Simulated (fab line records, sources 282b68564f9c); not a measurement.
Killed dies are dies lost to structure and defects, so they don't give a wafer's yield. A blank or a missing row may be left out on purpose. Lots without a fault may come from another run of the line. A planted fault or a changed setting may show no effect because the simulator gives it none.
Which tool did it? | flow rit_cmos | 11 lots, 33 wafers sampled, at 3 steps of a route of 202

WHAT THE GAUGES READ, wafer by wafer
RIT_PSD_TW_MEAS_10.
lot  | measured    | on            | PSD_TW
L706 | day 3 06:11 | film_metro-01 | 3412 3415 3421
L707 | day 3 09:24 | film_metro-01 | 3404 3387 3393
L708 | day 3 13:06 | film_metro-04 | 3456 3463 3454
L714 | day 4 18:32 | film_metro-01 | 3416 3418 3415
L717 | day 5 10:53 | film_metro-04 | 3477 3446 3490
L718 | day 5 14:35 | film_metro-02 | 3432 3455 3452
L720 | day 6 00:06 | film_metro-02 | 3444 3446 3437
L722 | day 6 10:33 | film_metro-04 | 3454 3459 3460
L724 | day 6 19:14 | film_metro-01 | 3383 3398 3400
L726 | day 7 05:34 | film_metro-02 | 3471 3458 3458
L728 | day 7 15:53 | film_metro-02 | 3432 3436 3440

RIT_SILICIDE_THK_MEAS_03: measures by xrf.
lot  | measured    | on            | SILICIDE_TI_THK (nm)
L706 | day 3 07:26 | film_metro-04 | 29.8 29.5 29.8
L707 | day 3 10:39 | film_metro-03 | 30.4 30.4 29.5
L708 | day 3 14:21 | film_metro-03 | 30.1 29.6 29.8
L714 | day 4 19:47 | film_metro-04 | 29.5 29.6 29.6
L717 | day 5 12:08 | film_metro-03 | 30.0 29.6 29.8
L718 | day 5 15:52 | film_metro-03 | 30.4 29.8 29.9
L720 | day 6 01:24 | film_metro-01 | 29.8 30.6 30.3
L722 | day 6 11:51 | film_metro-01 | 30.0 30.0 30.3
L724 | day 6 20:33 | film_metro-04 | 30.1 30.2 29.4
L726 | day 7 06:51 | film_metro-01 | 29.5 29.8 29.9
L728 | day 7 17:11 | film_metro-01 | 30.0 30.2 29.7

RIT_CONTACT_OVL_MEAS_09.
lot  | measured    | on         | CONTACT_OVL (nm)
L706 | day 3 09:05 | overlay-02 | 1.1 -1.7 1.8
L707 | day 3 12:08 | overlay-02 | 0.5 -1.1 0.7
L708 | day 3 15:49 | overlay-02 | 2.1 -0.2 1.2
L714 | day 4 21:13 | overlay-01 | -2.4 1.4 0.2
L717 | day 5 13:40 | overlay-01 | 2.2 1.7 -1.0
L718 | day 5 17:17 | overlay-01 | 4.2 2.3 3.1
L720 | day 6 02:53 | overlay-02 | -0.9 -0.7 1.0
L722 | day 6 13:21 | overlay-02 | 1.0 1.7 3.1
L724 | day 6 22:22 | overlay-01 | 2.6 3.5 3.0
L726 | day 7 08:25 | overlay-02 | 0.7 0.3 1.3
L728 | day 7 18:41 | overlay-02 | 2.6 -0.6 -0.7

WHICH TOOL RAN EACH LOT (tool, then ch and the chambers of the sampled wafers, then the start)
The record holds no process step before these readings.

WHAT THE TOOLS THEMSELVES READ (means of the sampled wafers that have a number; where no wafer has one, the mark that the record gives instead)
The record holds no such reading with a usual standard deviation.

THE ANSWER, worked out from the rows above alone
Rule: what is usual is taken from the lots themselves. Put in order of their means at a reading, lots are off if they are a third of the lots or fewer, leave a main group of 4 or more, and stand apart from it by a gap of 3 or more times the standard deviation of the main group's means; of several such gaps the widest counts. A main group whose means are all the same, to the digits that the tables above print for the reading, isn't used. A lot without any number at a reading at which 4 lots or more have one is off too. The other lots that the step has rows for count as sound. The gauges are gone through in route order, then the tools' own readings, and for those a lot's mean is taken as printed above. The first step at which some lot is off is used, and at that step the reading that is off furthest; a lot without a number counts as furthest.
No lot is off at any reading shown: from this, nothing can be told.

WHAT THE SIMULATOR HAD PUT IN
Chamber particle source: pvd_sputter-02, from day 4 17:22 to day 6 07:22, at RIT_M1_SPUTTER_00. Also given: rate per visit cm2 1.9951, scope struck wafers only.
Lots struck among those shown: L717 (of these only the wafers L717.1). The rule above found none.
